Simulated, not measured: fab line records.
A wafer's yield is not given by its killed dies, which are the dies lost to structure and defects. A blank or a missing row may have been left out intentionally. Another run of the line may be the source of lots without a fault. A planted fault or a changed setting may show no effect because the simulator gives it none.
fab line records    flow ritCmos
record lots=14  wafers=42  lastDay=7
route steps=202 shown GATE@95
lots that met no fault: from a run of the same line without faults
startH: hours from the record's first day to the start of the lot's first wafer shown    waitH: hours from the lot's prior step to this one    " unchanged from the row above    L1.1+2: a row that stands for several wafers    - value missing, or start not given    * or withheld: withheld    < > ~ a bound
route shown NAME@n: a module of which the file shows steps, and the number in the route of the first    usual: average and standard deviation across the fault-free wafers    same: alike in all rows    chamber/n: place in a boat    sites: each site's reading    _std_site: the values' standard deviation    _edge_site: inner sites' mean taken away from outer sites' mean    radiusMm: how far each site lies from the wafer's centre    mask NAME#n: copy n    behind: the most recent tool/chamber to have shaped the wafer    hold: the reason the lot was held/the length of the hold in hours/how it ended    device: the transistor (n, p or np) that didn't switch    end of line: at the end of the route, the tests of the same wafers    for a step that has no rows: nothing shown but its recipe    killed: dies that structure and defects cost at the first sort, which is not the same as the wafer's yield    map: a wafer's dies, marking killed ones x, the rest . and places with no die _
set.NAME: the setting as run; set.NAME@STEP: as run at that earlier step    model.NAME: the simulator's own value behind a step, which no gauge read
the route's steps for a sample of lots (tables are steps, rows are wafers)
services: the hour from which a tool's chamber was out of use, counted from the record's first day as startH (under 0 if before that day), plus the number of hours and why
## steps
# step RIT_GATE_ETCH_19
# recipe chemistry=SF6/CHF3/O2  timeS=165  SF6_flow_sccm=30  CHF3_flow_sccm=30  O2_flow_sccm=5  target=poly-Si  pressureMtorr=40  rfW=160  targetDepthA=3125  overEtchFrac=0.25  stopOn=SiO2
# usual O2_flow_sccm=4.998/0.016  drypumpMotorCurrentA=5.9/0.37  oesProductAu=0.845/0.015  runLengthS=193.1/0.48  throttleValvePct=10.37/0.11
lot.wafer  tool      chamber  startH  waitH  O2_flow_sccm  drypumpMotorCurrentA  oesProductAu  rfHoursCounterH  runLengthS  throttleValvePct
L507.2     rieSi-02  2        39.06   0.1    4.964         6.4                   0.804         73               193.2       10.44
L507.3     "         0        "       "      5.027         5.8                   0.845         0                193.5       10.33
L507.6     "         2        "       "      4.983         6.4                   0.815         -                193.3       10.45
L509.1     rieSi-02  0        54.67   0.1    5.019         5.7                   0.860         0                193.6       10.35
L509.2     "         3        "       "      4.988         5.8                   0.824         77               193.0       10.26
L509.3     "         1        "       "      5.002         6.1                   0.866         147              192.5       10.27
L510.2     rieSi-01  3        54.95   0.1    5.007         5.1                   0.842         49               193.2       10.40
L510.3     "         1        "       "      4.994         5.8                   0.826         51               192.2       10.47
L510.5     "         2        "       "      5.002         5.8                   0.843         -                193.6       10.55
L511.2     rieSi-02  0        59.02   0.1    4.990         5.7                   0.864         0                193.8       10.31
L511.3     "         1        "       "      4.996         6.1                   0.863         147              192.5       10.28
L511.6     "         0        "       "      4.991         5.7                   0.865         -                193.8       10.34
L512.3     rieSi-01  1        63.18   0.1    4.990         5.8                   0.850         52               192.6       10.46
L512.4     "         2        "       "      5.027         5.8                   0.847         70               193.4       10.56
L512.6     "         0        "       "      4.992         6.1                   0.858         -                193.6       10.23
L513.3     rieSi-02  2        74.82   0.1    5.006         6.4                   0.829         73               193.5       10.44
L513.4     "         3        "       "      5.016         5.8                   0.823         77               193.1       10.25
L513.6     "         0        "       "      4.977         5.7                   0.856         -                194.1       10.34
L515.1     rieSi-02  3        80.32   0.1    4.991         5.8                   0.831         77               193.3       10.25
L515.4     "         2        "       "      4.989         6.5                   0.841         73               193.5       10.43
L515.6     "         2        "       "      4.987         6.5                   0.847         -                193.5       10.42
L516.4     rieSi-01  1        87.48   0.1    5.004         5.8                   0.860         52               192.6       10.46
L516.5     "         0        "       "      5.021         6.1                   0.871         -                192.8       10.22
L516.6     "         1        "       "      5.008         5.8                   0.854         -                192.3       10.47
L519.1     rieSi-02  2        98.07   0.1    5.003         6.4                   0.817         74               193.3       10.43
L519.2     "         0        "       "      5.010         5.7                   0.786         1                215.6       10.34
L519.6     "         1        "       "      5.013         6.1                   0.856         -                192.6       10.27
L521.3     rieSi-02  1        107.55  0.1    5.002         6.1                   0.873         147              192.4       10.26
L521.5     "         1        "       "      5.016         6.1                   0.864         -                192.7       10.26
L521.6     "         0        "       "      4.993         5.7                   0.792         -                215.8       10.34
L522.2     rieSi-01  3        111.35  0.1    4.969         5.1                   0.843         49               192.7       10.39
L522.3     "         2        "       "      4.954         5.8                   0.836         70               193.4       10.54
L522.6     "         2        "       "      5.004         5.8                   0.838         -                193.5       10.55
L526.1     rieSi-01  0        132.34  0.1    5.003         6.1                   0.845         28               192.8       10.24
L526.3     "         1        "       "      4.966         5.8                   0.854         52               192.7       10.47
L526.6     "         2        "       "      5.004         5.8                   0.847         -                193.9       10.57
L528.4     rieSi-01  1        143.29  0.1    5.008         5.9                   0.839         52               192.3       10.47
L528.5     "         3        "       "      4.988         5.1                   0.849         -                192.6       10.39
L528.6     "         2        "       "      4.992         5.8                   0.839         -                193.4       10.54
L530.2     rieSi-01  1        151.92  0.1    5.008         5.8                   0.840         52               192.8       10.48
L530.3     "         3        "       "      4.996         5.1                   0.839         50               192.7       10.41
L530.4     "         2        "       "      5.003         5.8                   0.830         71               193.8       10.56
## services
tool      chamber  startH  hours  kind
rieSi-02  -        49.39   0.2    repair
rieSi-02  1        124.67  -      clean
rieSi-02  1        124.67  19.3   scheduledDown
rieSi-02  1        124.67  19.3   ventCycle
## key
firstSign step=RIT_GATE_ETCH_19  reading=runLengthS  direction=up  sigmas=47  usual=*  struck=*
effect step=RIT_GATE_ETCH_19  reading=oesProductAu  direction=down  sigmas=3.8  usual=0.845  struck=0.789
metAt RIT_GATE_ETCH_19
struckLots L519,L521
struckWafers L519.2,L521.6
testerLeftOut L519,L521
onsetBetween 74.82 98.07
fault kind=processParameterDrift  tool=rieSi-02  chamber=0  onsetH=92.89  steps=RIT_GATE_ETCH_19  channel=timeS  offset=*  shape=step  endH=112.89  stated=*
# testerLeftOut: of these lots the tester's yield and bins aren't shown, on N5 and GAA mostly nor the transistor test; their killed dies are dies lost to structure and defects alone, not to doping, threshold or leakage, so they don't give the yield
